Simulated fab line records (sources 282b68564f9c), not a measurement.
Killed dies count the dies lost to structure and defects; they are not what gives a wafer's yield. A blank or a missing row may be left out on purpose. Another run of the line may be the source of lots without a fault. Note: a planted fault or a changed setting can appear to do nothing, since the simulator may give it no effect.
Shared-tool check :: flow rit cmos :: 14 lots, 42 wafers sampled

## THE REASON FOR OPENING IT
2 of 14 lots carry a flag on the reading SILICIDE_TI_RS at RIT_SILICIDE_RS_MEAS_02. Wafers without a fault read 47.2 ohm/sq, standard deviation 0.74.
Rule: a lot gets a flag if all its wafers with a number sit over 4 standard deviations from that mean, or if no wafer of it has a number. All remaining lots are regarded as sound.

lot: L595
measured: day 3 02:21
on: film metro-02
SILICIDE_TI_RS (ohm/sq), wafer by wafer: 46.5 47.7 47.2
flag: 

lot: L596
measured: day 3 08:31
on: film metro-01
SILICIDE_TI_RS (ohm/sq), wafer by wafer: 47.3 46.8 47.6
flag: 

lot: L597
measured: day 3 16:26
on: film metro-01
SILICIDE_TI_RS (ohm/sq), wafer by wafer: 47.4 47.5 47.4
flag: 

lot: L598
measured: day 3 18:43
on: film metro-01
SILICIDE_TI_RS (ohm/sq), wafer by wafer: 46.0 45.7 46.9
flag: 

lot: L599
measured: day 3 22:56
on: film metro-04
SILICIDE_TI_RS (ohm/sq), wafer by wafer: 45.8 46.5 46.4
flag: 

lot: L602
measured: day 4 18:52
on: film metro-01
SILICIDE_TI_RS (ohm/sq), wafer by wafer: 47.9 48.3 48.3
flag: 

lot: L603
measured: day 4 20:16
on: film metro-01
SILICIDE_TI_RS (ohm/sq), wafer by wafer: 47.6 47.7 47.6
flag: 

lot: L604
measured: day 5 00:18
on: film metro-01
SILICIDE_TI_RS (ohm/sq), wafer by wafer: 46.6 49.4 49.0
flag: 

lot: L606
measured: day 5 10:58
on: film metro-01
SILICIDE_TI_RS (ohm/sq), wafer by wafer: 46.5 47.4 47.5
flag: 

lot: L607
measured: day 5 18:38
on: film metro-02
SILICIDE_TI_RS (ohm/sq), wafer by wafer: 47.4 46.4 47.0
flag: 

lot: L608
measured: day 6 01:08
on: film metro-01
SILICIDE_TI_RS (ohm/sq), wafer by wafer: 46.9 47.5 46.7
flag: 

lot: L609
measured: day 6 03:19
on: film metro-02
SILICIDE_TI_RS (ohm/sq), wafer by wafer: 232.6 231.2 219.5
flag: FLAGGED

lot: L611
measured: day 6 15:58
on: film metro-04
SILICIDE_TI_RS (ohm/sq), wafer by wafer: 218.7 223.5 244.5
flag: FLAGGED

lot: L618
measured: day 7 23:12
on: film metro-01
SILICIDE_TI_RS (ohm/sq), wafer by wafer: 46.4 47.4 48.0
flag: 
Flagged lots average 228.3 ohm/sq: +181.1 ohm/sq relative to the usual, that is +99 or more standard deviations.

## WHICH TOOL EACH LOT WENT THROUGH
The record keeps 1 process step preceding the reading, out of 202 steps on the route. In each cell: the tool, then ch and the chambers that the sampled wafers went through, then the start.
lot: L595
flag: 
RIT_SILICIDE_SPUTTER_01: pvd sputter-01, day 3 02:12

lot: L596
flag: 
RIT_SILICIDE_SPUTTER_01: pvd sputter-03, day 3 08:21

lot: L597
flag: 
RIT_SILICIDE_SPUTTER_01: pvd sputter-01, day 3 16:17

lot: L598
flag: 
RIT_SILICIDE_SPUTTER_01: pvd sputter-03, day 3 18:34

lot: L599
flag: 
RIT_SILICIDE_SPUTTER_01: pvd sputter-01, day 3 22:46

lot: L602
flag: 
RIT_SILICIDE_SPUTTER_01: pvd sputter-04, day 4 18:43

lot: L603
flag: 
RIT_SILICIDE_SPUTTER_01: pvd sputter-01, day 4 20:06

lot: L604
flag: 
RIT_SILICIDE_SPUTTER_01: pvd sputter-04, day 5 00:09

lot: L606
flag: 
RIT_SILICIDE_SPUTTER_01: pvd sputter-04, day 5 10:49

lot: L607
flag: 
RIT_SILICIDE_SPUTTER_01: pvd sputter-01, day 5 18:29

lot: L608
flag: 
RIT_SILICIDE_SPUTTER_01: pvd sputter-04, day 6 00:58

lot: L609
flag: FLAGGED
RIT_SILICIDE_SPUTTER_01: pvd sputter-01, day 6 03:08

lot: L611
flag: FLAGGED
RIT_SILICIDE_SPUTTER_01: pvd sputter-01, day 6 15:49

lot: L618
flag: 
RIT_SILICIDE_SPUTTER_01: pvd sputter-04, day 7 23:03
What the steps here do:
- RIT_SILICIDE_SPUTTER_01: material Ti, target thk 30 nm, time 240 s.
- RIT_SILICIDE_RS_MEAS_02: measures by four-point-probe.

## FLAGGED AGAINST TOTAL, ONE TOOL AT A TIME (gauges that did the reading follow at the end)
step: RIT_SILICIDE_SPUTTER_01
tool: pvd sputter-01
lots run: 7
flagged: 2
share of the flagged lots: all
sound lots run after its first flagged lot: 0

step: RIT_SILICIDE_SPUTTER_01
tool: pvd sputter-03
lots run: 2
flagged: 0
share of the flagged lots: none
sound lots run after its first flagged lot: -

step: RIT_SILICIDE_SPUTTER_01
tool: pvd sputter-04
lots run: 5
flagged: 0
share of the flagged lots: none
sound lots run after its first flagged lot: -

step: RIT_SILICIDE_RS_MEAS_02
tool: film metro-01
lots run: 9
flagged: 0
share of the flagged lots: none
sound lots run after its first flagged lot: -

step: RIT_SILICIDE_RS_MEAS_02
tool: film metro-02
lots run: 3
flagged: 1
share of the flagged lots: some
sound lots run after its first flagged lot: 0

step: RIT_SILICIDE_RS_MEAS_02
tool: film metro-04
lots run: 2
flagged: 1
share of the flagged lots: some
sound lots run after its first flagged lot: 0

## WHAT IS ALLOWED BY THE TABLE
1 row of the table ran every flagged lot: pvd sputter-01 at RIT_SILICIDE_SPUTTER_01.
- pvd sputter-01 at RIT_SILICIDE_SPUTTER_01: 2 of its 7 lots flagged. It ran its last sound lot, L607, at day 5 18:29 and its first flagged lot, L609, at day 6 03:08: a fault with its onset between the two fits.
Just one tool remains: pvd sputter-01 at RIT_SILICIDE_SPUTTER_01.

## WHAT WAS PUT IN BY THE SIMULATOR
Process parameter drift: pvd sputter-01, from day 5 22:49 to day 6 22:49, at RIT_SILICIDE_SPUTTER_01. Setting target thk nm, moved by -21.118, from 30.
Shown lots that were struck: L609, L611. This agrees with what the rule above found.
